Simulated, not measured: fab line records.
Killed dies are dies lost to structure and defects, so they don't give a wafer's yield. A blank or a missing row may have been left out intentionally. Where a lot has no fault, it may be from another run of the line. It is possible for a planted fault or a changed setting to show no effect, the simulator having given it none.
Split-lot trial ; flow berkeley-cmos170 ; 23 wafers read across 5 lots, on a route 331 steps long

== THE SPLIT ITSELF ==
At UCB170_M2_SPUTTER_01 (material Al, target thk 900 nm, time 120 s), the setting power-w was moved away from the recipe's 6000 W on 7 of the 23 wafers read, by -11.8% to +5.2%. The other wafers ran this setting at the recipe's value.

== THE PATH FROM SPLIT TO READING: the file shows 1 step between them ==
- UCB170_M2_RS_MEAS_02: measures by four-point-probe

== THE READING ==
M2_AL_THK, in nm, at UCB170_M2_THK_MEAS_03 (measures by xrf). Typical for fault-free wafers on this fab line: 902 nm, with standard deviation 14 nm.

wafer;tool, chamber at the split;power-w as run, W;against the recipe;M2_AL_THK, nm;against lot-mates on the recipe
L074.1;pvd-sputter-03, -;6000;recipe;904;-
L074.2;pvd-sputter-03, -;5295;-11.8%;805;-94
L074.4;pvd-sputter-03, -;5295;-11.8%;816;-84
L074.5;pvd-sputter-03, -;5295;-11.8%;800;-100
L074.6;pvd-sputter-03, -;6000;recipe;895;-
L075.1;pvd-sputter-01, -;6000;recipe;886;-
L075.3;pvd-sputter-01, -;6000;recipe;892;-
L075.4;pvd-sputter-01, -;6000;recipe;902;-
L075.5;pvd-sputter-01, -;6000;recipe;893;-
L075.6;pvd-sputter-01, -;6000;recipe;894;-
L079.1;pvd-sputter-03, -;6000;recipe;924;-
L079.2;pvd-sputter-03, -;6000;recipe;873;-
L079.3;pvd-sputter-03, -;6313;+5.2%;939;+43
L079.4;pvd-sputter-03, -;6313;+5.2%;952;+56
L079.5;pvd-sputter-03, -;6000;recipe;891;-
L078.1;pvd-sputter-04, -;6000;recipe;906;-
L078.4;pvd-sputter-04, -;6000;recipe;895;-
L078.5;pvd-sputter-04, -;6000;recipe;897;-
L082.1;pvd-sputter-01, -;5800;-3.3%;877;-30
L082.2;pvd-sputter-01, -;5800;-3.3%;875;-32
L082.4;pvd-sputter-01, -;6000;recipe;910;-
L082.5;pvd-sputter-01, -;6000;recipe;911;-
L082.6;pvd-sputter-01, -;6000;recipe;899;-

THE FIT
A straight line over all 23 wafers: M2_AL_THK changes by +7.93 nm for each +1% of power-w; r = +0.96; the points scatter about the line by 11 nm.
The same after taking each lot's own level away (the mean of its wafers on the recipe; 23 wafers): +8.16 nm for each +1%; r = +0.97; scatter 9.8 nm.
According to that fit, moving power-w by its largest amount changes the reading by 96 nm.
The lots' own levels span 893.4 to 906.7 nm, that is 0.9 times the standard deviation above.
So the lot-to-lot level changes the slope little: the two slopes agree.
Check: for one of the wafers moved furthest among these (-11.8%), held out of the fit, the line's prediction against its lot-mates is -95.4 nm. Against them it came out at -94.5 nm.

== OTHER SPLITS APPLIED TO THESE WAFERS ==
Note: prior to the reading, these wafers also went through further splits. Each is held against what the fit with the lots' levels taken away leaves over:
other split on the same wafers;wafers away from the commonest value;r with M2_AL_THK (lot level and that fit taken away)
UCB170_SPACER_CVD_00 time-s;6;+0.11
UCB170_PSD_IMPLANT_08 dose-cm2;11;-0.48
UCB170_NSD_COAT_01 resist-thk-nm;10;-0.38
UCB170_BACKSIDE_SOFTBAKE_02 time-s;7;+0.08
UCB170_SILICIDE_SPUTTER_01 time-s;11;-0.33
UCB170_CONTACT_CVD_01 time-s;15;+0.09

== THE WHOLE CHAIN: every reading that the file lists as answering this split, in the file's order ==
step;what it does;reading;change (the file's fit);r (the file's)
UCB170_M2_SPUTTER_01;material Al, target thk 900 nm, time 120 s;Al_of_M2_SPUTTER_01.thk-nm (the simulator's own value, which no gauge read);+8.05 nm for each +1% of the setting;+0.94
UCB170_M2_RS_MEAS_02;measures by four-point-probe;M2_AL_RS;-0.000316 for each +1% of the setting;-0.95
UCB170_M2_THK_MEAS_03;measures by xrf;M2_AL_THK;+8.19 for each +1% of the setting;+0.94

== FILE'S OWN FIT ==
M2_AL_THK changes by +8.19 nm for each +1% of power-w, r = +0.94.
